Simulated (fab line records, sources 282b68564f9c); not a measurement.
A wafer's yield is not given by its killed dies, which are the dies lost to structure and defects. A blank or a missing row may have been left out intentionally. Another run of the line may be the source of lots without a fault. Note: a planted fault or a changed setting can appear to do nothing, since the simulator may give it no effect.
fab line records    flow rit-cmos
record: lots: 5  wafers: 15  last-day: 7
route steps=202 shown ACTIVE@1 FOX1@20 FOX2@23 NWELL@28 M1@202
lots untouched by any fault: they come from a run of this same line in which no faults occurred
start-h: hours from the record's opening day to when the first of the lot's shown wafers began    wait-h: hours since the lot's step before    " identical to the entry in the row above    L1.1+2: a row that stands for several wafers    - no value present, or no start provided    * or withheld: withheld    < > ~ a bound
route shown NAME@n: a module of which the file shows steps, and the number in the route of the first    usual: mean and standard deviation over wafers with no fault    same: alike in all rows    chamber/n: place in a boat    sites: each site's reading    _std_site: standard deviation of those values    _edge_site: inner sites' mean taken away from outer sites' mean    radius-mm: how far each site lies from the wafer's centre    mask NAME#n: copy n    behind: tool/chamber where the wafer was last shaped    hold: what put the lot on hold/how long, in hours/how the hold closed    device: names the non-switching transistor (n, p or np)    end of line: the tests these same wafers got at the end of their route    where a step has no rows: the recipe by itself    killed: dies lost to structure and defects at the first sort, not the wafer's yield    map: dies across one wafer; x = killed, . = not, _ = none there
set.NAME: setting as actually run; set.NAME@STEP: the setting as run at that earlier step    model.NAME: the simulator's own value behind a step, which no gauge read
lots at selected steps of the route; one table per step, one row per wafer
services: from which hour (start-h, from the record's first day; less than 0 if before it) a tool's chamber was out of use, for how many hours, and why
== steps ==
step: RIT_ACTIVE_BOW_MEAS_00
recipe: mode: bow
usual: INCOMING_BOW: 0/7
lot.wafer  tool           chamber  start-h  wait-h  INCOMING_BOW[um]
L568.1     film-metro-02  -        10.00    -       13
L568.2     "              -        "        "       -3
L568.3     "              -        "        "       0
L570.1     film-metro-02  -        20.00    -       1
L570.2     "              -        "        "       -6
L570.4     "              -        "        "       3
L572.3     film-metro-03  -        30.04    -       5
L572.5     "              -        "        "       13
L572.6     "              -        "        "       1
L582.2     film-metro-03  -        80.02    -       -10
L582.5     "              -        "        "       -8
L582.6     "              -        "        "       -5
L591.1     film-metro-03  -        125.00   -       4
L591.3     "              -        "        "       -5
L591.4     "              -        "        "       8
step: RIT_ACTIVE_OXIDATION_01
recipe: temp-c: 1000  ambient: O2  target-thk-a: 468  ox-time-s: 3360
step: RIT_ACTIVE_THK_MEAS_02
recipe: reads: SiO2_of_ACTIVE_OXIDATION_01
usual: ACTIVE_OXIDE_THK: 46.6/0.76
lot.wafer  tool           chamber  start-h  wait-h  ACTIVE_OXIDE_THK[nm]
L568.1     film-metro-02  -        12.23    0.0     47.1
L568.2     "              -        "        "       46.8
L568.3     "              -        "        "       47.7
L570.1     film-metro-02  -        22.05    0.0     45.9
L570.2     "              -        "        "       45.5
L570.4     "              -        "        "       45.1
L572.3     film-metro-03  -        32.07    0.0     46.9
L572.5     "              -        "        "       46.9
L572.6     "              -        "        "       47.7
L582.2     film-metro-02  -        82.06    0.0     47.1
L582.5     "              -        "        "       47.2
L582.6     "              -        "        "       46.9
L591.1     film-metro-01  -        127.62   0.0     46.5
L591.3     "              -        "        "       47.0
L591.4     "              -        "        "       46.7
step: RIT_ACTIVE_CVD_03
recipe: material: Si3N4  target-thk-nm: 150  temp-c: 810  precursor: SiH2Cl2/NH3  time-s: 1500  pressure-mtorr: 300  sih2cl2-flow-sccm: 60  nh3-flow-sccm: 150
lot.wafer   tool      chamber  start-h  wait-h
L568.1+2+3  lpcvd-01  0        12.29    0.1
L570.1+2+4  lpcvd-01  1        22.11    0.1
L572.3+5+6  lpcvd-02  1        32.11    0.0
L582.2+5+6  lpcvd-02  1        82.11    0.0
L591.1+3+4  lpcvd-01  0        127.68   0.1
step: RIT_ACTIVE_THK_MEAS_04
recipe: reads: Si3N4_of_ACTIVE_CVD_03
usual: ACTIVE_NITRIDE_THK: 149.9/1.5
lot.wafer  tool           chamber  start-h  wait-h  ACTIVE_NITRIDE_THK[nm]
L568.1     film-metro-03  -        13.70    0.0     150.4
L568.2     "              -        "        "       149.8
L568.3     "              -        "        "       150.4
L570.1     film-metro-01  -        23.53    0.0     151.0
L570.2     "              -        "        "       151.1
L570.4     "              -        "        "       151.6
L572.3     film-metro-03  -        33.55    0.0     149.3
L572.5     "              -        "        "       150.0
L572.6     "              -        "        "       150.4
L582.2     film-metro-03  -        84.25    0.0     148.2
L582.5     "              -        "        "       148.6
L582.6     "              -        "        "       147.5
L591.1     film-metro-03  -        129.81   0.0     148.0
L591.3     "              -        "        "       148.7
L591.4     "              -        "        "       149.2
step: RIT_ACTIVE_HMDS_05
recipe: prime-time-s: 60  prime-temp-c: 140
step: RIT_ACTIVE_COAT_06
recipe: resist: NOVOLAK  spin-rpm: 3250  resist-thk-nm: 1000
step: RIT_ACTIVE_SOFTBAKE_07
recipe: resist: NOVOLAK  temp-c: 90  time-s: 60
step: RIT_ACTIVE_EXPOSE_08
recipe: mask-id: M1  na: 0.6  source-shape: conventional  sigma-outer: 0.6  target-cd-nm: 1400  dose-mj: 225
step: RIT_ACTIVE_PEB_09
recipe: resist: NOVOLAK  temp-c: withheld  time-s: withheld
step: RIT_ACTIVE_DEVELOP_10
recipe: resist: NOVOLAK  develop-time-s: 50  dev-temp-c: 23
step: RIT_ACTIVE_CD_MEAS_11
recipe: target-cd-nm: 1400
usual: cd-nm: 1401.2/2.2
lot.wafer  tool       chamber  start-h  wait-h  cd-nm
L568.1     cd-sem-02  -        14.61    -       1396.6
L568.2     "          -        "        "       1397.7
L568.3     "          -        "        "       1397.6
L570.1     cd-sem-01  -        24.65    -       1401.1
L570.2     "          -        "        "       1402.7
L570.4     "          -        "        "       1402.9
L572.3     cd-sem-02  -        34.48    -       1399.9
L572.5     "          -        "        "       1400.3
L572.6     "          -        "        "       1398.7
L582.2     cd-sem-01  -        85.29    -       1398.1
L582.5     "          -        "        "       1398.7
L582.6     "          -        "        "       1397.3
L591.1     cd-sem-01  -        130.74   -       1404.1
L591.3     "          -        "        "       1404.5
L591.4     "          -        "        "       1403.3
step: RIT_ACTIVE_HARDBAKE_12
recipe: resist: NOVOLAK  temp-c: 140  time-s: 60
step: RIT_ACTIVE_ETCH_13
recipe: stop-on: SiO2  chemistry: SF6  target: Si3N4  time-s: 210  over-etch-frac: 0.4  SF6_flow_sccm: 200  pressure-mtorr: 260  rf-w: 125  target-depth-a: 2100
usual: drypump-motor-current-A: 5.6/0.55  oes-product-au: 0.823/0.014  throttle-valve-pct: 7.46/0.11
same: over-etch-frac: 0.4
lot.wafer  tool         chamber  start-h  wait-h  drypump-motor-current-A  oes-product-au  rf-hours-counter-h  throttle-valve-pct
L568.1     rie-diel-04  0        14.88    0.1     5.7                      0.803           39                  7.51
L568.2     "            3        "        "       5.9                      0.834           35                  7.50
L568.3     "            1        "        "       4.8                      0.831           133                 7.39
L570.1     rie-diel-01  3        25.02    0.1     5.3                      0.806           4                   7.65
L570.2     "            0        "        "       6.3                      0.847           85                  7.43
L570.4     "            1        "        "       6.6                      0.823           4                   7.52
L572.3     rie-diel-04  3        34.71    0.1     5.9                      0.826           35                  7.49
L572.5     "            2        "        "       6.5                      0.823           -                   7.46
L572.6     "            1        "        "       4.8                      0.821           -                   7.38
L582.2     rie-diel-02  1        85.73    0.1     5.8                      0.799           53                  7.54
L582.5     "            2        "        "       5.0                      0.822           -                   7.36
L582.6     "            1        "        "       5.8                      0.799           -                   7.55
L591.1     rie-diel-04  2        131.01   0.1     6.5                      0.809           1                   7.44
L591.3     "            1        "        "       4.8                      0.825           135                 7.36
L591.4     "            3        "        "       5.9                      0.823           37                  7.51
step: RIT_ACTIVE_STRIP_14
recipe: chemistry: O2  time-s: 180  resist: NOVOLAK  platen-temp-c: withheld  power-w: 500  pressure-mtorr: 4000  o2-flow-sccm: 4000
usual: drypump-motor-current-A: 5.5/0.57
lot.wafer  tool             chamber  start-h  wait-h  drypump-motor-current-A  rf-hours-counter-h
L568.1     plasma-asher-03  0        15.02    0.1     5.8                      40
L568.2     "                1        "        "       5.4                      40
L568.3     "                1        "        "       5.4                      -
L570.1     plasma-asher-03  1        25.15    0.1     5.4                      42
L570.2     "                0        "        "       5.8                      42
L570.4     "                1        "        "       5.4                      -
L572.3     plasma-asher-03  1        34.90    0.1     5.4                      -
L572.5     "                0        "        "       5.8                      -
L572.6     "                1        "        "       5.4                      -
L582.2     plasma-asher-02  0        85.86    0.1     6.5                      25
L582.5     "                0        "        "       6.5                      -
L582.6     "                1        "        "       5.0                      -
L591.1     plasma-asher-02  0        131.14   0.1     6.5                      31
L591.3     "                0        "        "       6.5                      -
L591.4     "                1        "        "       4.9                      -
step: RIT_ACTIVE_CD_MEAS_90
recipe: target-cd-nm: 1400
usual: cd-nm: 1401.2/2.2
lot.wafer  tool       chamber  start-h  wait-h  cd-nm
L568.1     cd-sem-01  -        15.19    0.1     1396.7
L568.2     "          -        "        "       1397.3
L568.3     "          -        "        "       1398.0
L570.1     cd-sem-02  -        25.33    0.1     1401.5
L570.2     "          -        "        "       1403.1
L570.4     "          -        "        "       1402.6
L572.3     cd-sem-01  -        35.06    0.1     1399.5
L572.5     "          -        "        "       1400.1
L572.6     "          -        "        "       1398.3
L582.2     cd-sem-01  -        86.06    0.1     1398.1
L582.5     "          -        "        "       1398.6
L582.6     "          -        "        "       1396.7
L591.1     cd-sem-02  -        131.31   0.1     1404.1
L591.3     "          -        "        "       1404.6
L591.4     "          -        "        "       1403.2
step: RIT_ACTIVE_CLEAN_15
recipe: chemistry: SC1  mix: 3:3:50  time-s: 600  temp-c: 75
step: RIT_ACTIVE_CLEAN_16
recipe: chemistry: dHF  dilution: 50:1  time-s: 30
step: RIT_ACTIVE_CLEAN_17
recipe: chemistry: SC2  mix: 3:3:50  time-s: 600  temp-c: 75  dry: n2-spin
step: RIT_FOX1_OXIDATION_00
recipe: temp-c: 1100  ambient: H2O  target-thk-a: 3507  p-h2o-torr: 720  ox-time-s: 1130
step: RIT_FOX1_THK_MEAS_01
recipe: reads: SiO2_of_FOX1_OXIDATION_00
usual: FOX1_OXIDE_THK: 353/6.8
lot.wafer  tool           chamber  start-h  wait-h  FOX1_OXIDE_THK[nm]
L568.1     film-metro-02  -        18.51    0.0     358
L568.2     "              -        "        "       351
L568.3     "              -        "        "       357
L570.1     film-metro-02  -        28.37    0.0     347
L570.2     "              -        "        "       356
L570.4     "              -        "        "       351
L572.3     film-metro-04  -        38.77    0.0     363
L572.5     "              -        "        "       360
L572.6     "              -        "        "       357
L582.2     film-metro-03  -        89.00    0.0     348
L582.5     "              -        "        "       344
L582.6     "              -        "        "       350
L591.1     film-metro-02  -        133.12   0.0     351
L591.3     "              -        "        "       345
L591.4     "              -        "        "       342
step: RIT_FOX1_WET_ETCH_02
recipe: chemistry: BOE  target-depth-nm: 350  time-s: 390  temp-c: 21.5  dry: n2-spin  dilution: 10:1  target: SiO2
step: RIT_FOX2_OXIDATION_00
recipe: temp-c: 1100  ambient: H2O  target-thk-a: 3507  p-h2o-torr: 720  ox-time-s: 1130
step: RIT_FOX2_THK_MEAS_01
recipe: reads: SiO2_of_FOX2_OXIDATION_00
usual: FOX2_OXIDE_THK: 351/6.5
lot.wafer  tool           chamber  start-h  wait-h  FOX2_OXIDE_THK[nm]
L568.1     film-metro-04  -        20.00    0.0     351
L568.2     "              -        "        "       358
L568.3     "              -        "        "       355
L570.1     film-metro-01  -        29.87    0.0     358
L570.2     "              -        "        "       360
L570.4     "              -        "        "       360
L572.3     film-metro-04  -        40.27    0.0     346
L572.5     "              -        "        "       347
L572.6     "              -        "        "       347
L582.2     film-metro-04  -        90.57    0.0     346
L582.5     "              -        "        "       343
L582.6     "              -        "        "       349
L591.1     film-metro-04  -        134.61   0.0     342
L591.3     "              -        "        "       340
L591.4     "              -        "        "       335
step: RIT_FOX2_CLEAN_02
recipe: chemistry: dHF  dilution: 50:1  time-s: 180
step: RIT_FOX2_WET_ETCH_03
recipe: chemistry: H3PO4  target: Si3N4  target-depth-nm: 195  temp-c: 165  time-s: 2700
step: RIT_FOX2_THK_MEAS_90
recipe: reads: SiO2_of_FOX2_OXIDATION_00
usual: FIELD_OXIDE_LEFT_1_THK: 324/6.5
lot.wafer  tool           chamber  start-h  wait-h  FIELD_OXIDE_LEFT_1_THK[nm]
L568.1     film-metro-01  -        20.96    0.0     325
L568.2     "              -        "        "       331
L568.3     "              -        "        "       328
L570.1     film-metro-04  -        30.82    0.0     330
L570.2     "              -        "        "       333
L570.4     "              -        "        "       333
L572.3     film-metro-04  -        41.22    0.0     319
L572.5     "              -        "        "       319
L572.6     "              -        "        "       319
L582.2     film-metro-04  -        91.51    0.0     318
L582.5     "              -        "        "       316
L582.6     "              -        "        "       321
L591.1     film-metro-01  -        135.48   0.0     315
L591.3     "              -        "        "       314
L591.4     "              -        "        "       308
step: RIT_NWELL_HMDS_00
recipe: prime-time-s: 60  prime-temp-c: 140
step: RIT_NWELL_COAT_01
recipe: resist: NOVOLAK  spin-rpm: 2000  resist-thk-nm: 1300
step: RIT_NWELL_SOFTBAKE_02
recipe: resist: NOVOLAK  temp-c: 90  time-s: 60
step: RIT_NWELL_EXPOSE_03
recipe: mask-id: M2  na: 0.57  target-cd-nm: 43900  dose-mj: 250
step: RIT_NWELL_PEB_04
recipe: resist: NOVOLAK  temp-c: withheld  time-s: withheld
step: RIT_NWELL_DEVELOP_05
recipe: resist: NOVOLAK  develop-time-s: 68  dev-temp-c: 23
step: RIT_M1_PROBE_99
usual: killed-at-contacts: 0.0/0.22  killed-at-front-end: 6.6/3  killed-dies: 6.6/3  killed-on-rim: 1.8/1.4  killed-open: 3.4/2  killed-short: 3.2/2
same: gross-dies: 264  killed_at_M0_to_M3: 0  killed_at_M4_up: 0  killed-at-back-side: 0  killed-at-other: 0
lot.wafer  tool       chamber  start-h  wait-h  hold                      killed-at-contacts  killed-at-front-end  killed-dies  killed-on-rim  killed-open  killed-short
L568.1     prober-01  -        63.43    0.1     -                         0                   7                    7            3              1            5
L568.2     prober-01  -        63.48    0.1     -                         0                   7                    7            4              2            4
L568.3     prober-01  -        63.53    0.2     -                         0                   11                   11           5              4            7
L570.1     prober-01  -        72.42    0.1     -                         0                   18                   18           10             8            10
L570.2     prober-01  -        72.47    0.1     -                         0                   10                   10           1              6            4
L570.4     prober-01  -        72.57    0.2     -                         0                   9                    9            4              3            6
L572.3     prober-01  -        83.30    0.2     -                         0                   11                   11           1              7            4
L572.5     prober-01  -        83.40    0.2     -                         0                   6                    6            5              3            3
L572.6     prober-01  -        83.45    0.2     -                         0                   8                    8            1              3            5
L582.2     prober-02  -        133.33   0.1     await-dispo/6.2h/release  0                   15                   15           7              2            1
L582.5     prober-02  -        133.48   0.2     await-dispo/6.2h/release  0                   17                   17           10             3            3
L582.6     prober-02  -        133.53   0.2     await-dispo/6.2h/release  0                   15                   15           9              2            1
L591.1     prober-01  -        177.28   0.1     -                         0                   7                    7            1              1            6
L591.3     prober-01  -        177.38   0.2     -                         1                   10                   11           2              5            6
L591.4     prober-01  -        177.43   0.2     -                         0                   6                    6            2              3            3
killed by level:class
L568.1 GATE:geometric-particle:short=2 REOX:geometric-particle:short=2 REOX:geometric-particle:open=1 SILICIDE:geometric-particle:short=1 NWELL:coat-microbubble-printed=1
L568.2 REOX:geometric-particle:short=3 FOX1:geometric-particle:open=1 GATE:geometric-particle:open=1 SILICIDE:geometric-particle:short=1 PWELL:coat-microbubble-printed=1
L568.3 REOX:geometric-particle:open=3 FOX1:geometric-particle:short=2 GATE:geometric-particle:short=2 SPACER:geometric-particle:short=1 GATE:geometric-particle:open=1 REOX:geometric-particle:short=1 SILICIDE:geometric-particle:short=1
L570.1 GATE:geometric-particle:short=6 GATE:geometric-particle:open=3 SPACER:geometric-particle:short=3 SPACER:geometric-particle:open=2 FOX2:geometric-particle:open=1 REOX:geometric-particle:open=1 REOX:geometric-particle:short=1 SILICIDE:geometric-particle:open=1
L570.2 FOX2:geometric-particle:open=3 GATE:geometric-particle:short=2 REOX:geometric-particle:open=2 FOX1:geometric-particle:short=1 REOX:geometric-particle:short=1 SPACER:geometric-particle:open=1
L570.4 GATE:geometric-particle:short=3 FOX1:geometric-particle:open=1 GATE:geometric-particle:open=1 REOX:geometric-particle:open=1 REOX:geometric-particle:short=1 SPACER:geometric-particle:short=1 SILICIDE:geometric-particle:short=1
L572.3 FOX2:geometric-particle:open=2 FOX2:geometric-particle:short=2 REOX:geometric-particle:open=2 ACTIVE:geometric-particle:open=1 GATE:geometric-particle:open=1 GATE:geometric-particle:short=1 SPACER:geometric-particle:open=1 SILICIDE:geometric-particle:short=1
L572.5 SPACER:geometric-particle:open=2 REOX:geometric-particle:short=1 SPACER:geometric-particle:short=1 SILICIDE:geometric-particle:short=1 SILICIDE:geometric-particle:open=1
L572.6 SILICIDE:geometric-particle:short=2 FOX1:geometric-particle:open=1 FOX2:geometric-particle:short=1 GATE:geometric-particle:short=1 GATE:geometric-particle:open=1 REOX:geometric-particle:short=1 REOX:geometric-particle:open=1
L582.2 ACTIVE:unspecified=12 SPACER:geometric-particle:open=2 GATE:geometric-particle:short=1
L582.5 ACTIVE:unspecified=11 SPACER:geometric-particle:short=3 GATE:geometric-particle:open=1 REOX:geometric-particle:open=1 SPACER:geometric-particle:open=1
L582.6 ACTIVE:unspecified=12 FOX2:geometric-particle:open=1 GATE:geometric-particle:open=1 SPACER:geometric-particle:short=1
L591.1 FOX2:geometric-particle:short=3 FOX1:geometric-particle:short=1 FOX2:geometric-particle:open=1 GATE:geometric-particle:short=1 REOX:geometric-particle:short=1
L591.3 FOX1:geometric-particle:short=3 GATE:geometric-particle:open=2 SILICIDE:geometric-particle:open=2 FOX1:geometric-particle:open=1 SILICIDE:geometric-particle:short=1 GATE:geometric-particle:short=1 CONTACT:geometric-particle:short=1
L591.4 GATE:geometric-particle:open=2 FOX2:geometric-particle:short=1 GATE:geometric-particle:short=1 REOX:geometric-particle:short=1 REOX:geometric-particle:open=1
map L582.5 (x killed, . not)
________......._______
_____.............____
____x............xx___
___...............xx__
__..............x.xxx_
__.................xx_
_....................x
_.......x.............
_..................x.x
_.....................
__.........x........._
__..................._
___.................__
____........x......___
_____.............____
________......._______
map L572.3 (x killed, . not)
________......._______
_____.............____
____...............___
___.................__
__..................._
__....x.....x........_
_x.......x............
_.....................
_...x...x.............
_...xx................
__..................._
__...........x.x....._
___.................__
____..x............___
_____.............____
________......._______
== services ==
tool             chamber  start-h  hours  kind
rie-diel-04      -        -8.84    17.2   repair
lpcvd-02         -        -5.99    2.8    pm
rie-diel-02      3        -0.68    2.8    repair
rie-diel-04      2        8.36     -      clean
rie-diel-04      2        8.36     23.7   scheduled-down
rie-diel-04      2        8.36     23.7   vent-cycle
plasma-asher-03  -        27.69    0.9    repair
rie-diel-01      -        33.88    0.5    repair
lpcvd-02         -        35.00    14.6   pm
rie-diel-01      1        35.75    48.8   repair
rie-diel-04      1        54.60    8.1    repair
rie-diel-02      3        60.54    7.6    repair
rie-diel-04      2        71.74    8.0    repair
rie-diel-04      2        81.53    3.8    repair
rie-diel-04      2        94.22    3.2    repair
rie-diel-01      2        123.10   3.8    repair
== key ==
first-sign: step: RIT_M1_PROBE_99  reading: killed-at-front-end  direction: up  sigmas: 3.1  usual: 6.6  struck: 15.7
effect: step: RIT_M1_PROBE_99  reading: killed-dies  direction: up  sigmas: 3  usual: 6.6  struck: 15.7
met-at RIT_ACTIVE_CVD_03
struck-wafers L582.2,L582.5,L582.6
tester-left-out L582
onset-between 32.11 82.11
also-fits RIT_ACTIVE_ETCH_13:rie-diel-02
earlier-fault: kind: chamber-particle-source  tool: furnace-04  chamber: 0  onset-h: 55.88  steps: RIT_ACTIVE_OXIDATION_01  rate-per-visit-cm2: 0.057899  end-h: 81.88
fault: kind: chamber-particle-source  tool: lpcvd-02  chamber: -  onset-h: 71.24  steps: RIT_ACTIVE_CVD_03  rate-per-visit-cm2: 0.68998  end-h: 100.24
tester-left-out: of these lots the tester's yield and bins aren't shown, on N5 and GAA mostly nor the transistor test; their killed dies are dies lost to structure and defects alone, not to doping, threshold or leakage, so they don't give the yield
